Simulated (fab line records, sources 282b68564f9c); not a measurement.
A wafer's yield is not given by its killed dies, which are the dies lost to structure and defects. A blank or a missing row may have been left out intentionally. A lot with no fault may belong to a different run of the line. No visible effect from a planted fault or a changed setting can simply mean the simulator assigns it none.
Split-lot trial | flow rit cmos | 23 wafers read from 5 lots, route of 202 steps

== THE SPLIT ==
At RIT_FOX1_OXIDATION_00 (target thk 350.7 nm, ox time 1130 s), the setting ox time s was moved away from the recipe's 1130 s on 15 of the 23 wafers read, by -6.0% to +14.4%. This setting was run at the recipe's value on the other wafers.

Split to reading: the file shows no intervening step.

== THE READING ==
FOX1_OXIDE_THK at RIT_FOX1_THK_MEAS_01, in nm. Fault-free wafers of this fab line usually give 346 nm, standard deviation 3.7 nm.

wafer  | tool, chamber at the split | ox time s as run, s | against the recipe | FOX1_OXIDE_THK, nm | against lot-mates on the recipe
L074.1 | -, -                       | 1267                | +12.1%             | 367                | no lot-mate on the recipe
L074.2 | -, -                       | 1267                | +12.1%             | 373                | no lot-mate on the recipe
L074.3 | -, -                       | 1267                | +12.1%             | 371                | no lot-mate on the recipe
L074.5 | -, -                       | 1267                | +12.1%             | 369                | no lot-mate on the recipe
L074.6 | -, -                       | 1267                | +12.1%             | 366                | no lot-mate on the recipe
L075.1 | -, -                       | 1130                | recipe             | 349                | -
L075.2 | -, -                       | 1130                | recipe             | 349                | -
L075.3 | -, -                       | 1130                | recipe             | 348                | -
L075.4 | -, -                       | 1130                | recipe             | 346                | -
L075.6 | -, -                       | 1130                | recipe             | 348                | -
L077.1 | -, -                       | 1062                | -6.0%              | 327                | no lot-mate on the recipe
L077.2 | -, -                       | 1062                | -6.0%              | 331                | no lot-mate on the recipe
L077.3 | -, -                       | 1062                | -6.0%              | 332                | no lot-mate on the recipe
L077.4 | -, -                       | 1062                | -6.0%              | 329                | no lot-mate on the recipe
L077.5 | -, -                       | 1062                | -6.0%              | 325                | no lot-mate on the recipe
L078.2 | furnace-02, 0              | 1130                | recipe             | 350                | -
L078.3 | furnace-02, 0              | 1130                | recipe             | 353                | -
L078.5 | furnace-02, 0              | 1130                | recipe             | 349                | -
L085.1 | -, -                       | 1293                | +14.4%             | 373                | no lot-mate on the recipe
L085.3 | -, -                       | 1293                | +14.4%             | 376                | no lot-mate on the recipe
L085.4 | -, -                       | 1293                | +14.4%             | 372                | no lot-mate on the recipe
L085.5 | -, -                       | 1293                | +14.4%             | 372                | no lot-mate on the recipe
L085.6 | -, -                       | 1293                | +14.4%             | 371                | no lot-mate on the recipe

THE FIT
A straight line over all 23 wafers: FOX1_OXIDE_THK changes by +2.01 nm for each +1% of ox time s; r = +0.97; the points scatter about the line by 3.9 nm.
Too few moved wafers have a lot-mate on the recipe to fit a line with each lot's own level taken away.

== THE WHOLE CHAIN: every reading that the file lists as answering this split, in the file's order ==
step                  | what it does                        | reading                                                                           | change (the file's fit)           | r (the file's)
RIT_FOX1_OXIDATION_00 | target thk 350.7 nm, ox time 1130 s | SiO2_of_FOX1_OXIDATION_00.thk nm (the simulator's own value, which no gauge read) | +2 nm for each +1% of the setting | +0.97
RIT_FOX1_THK_MEAS_01  |                                     | FOX1_OXIDE_THK                                                                    | +2.01 for each +1% of the setting | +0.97

== FILE'S OWN FIT ==
FOX1_OXIDE_THK changes by +2.01 nm for each +1% of ox time s, r = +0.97.
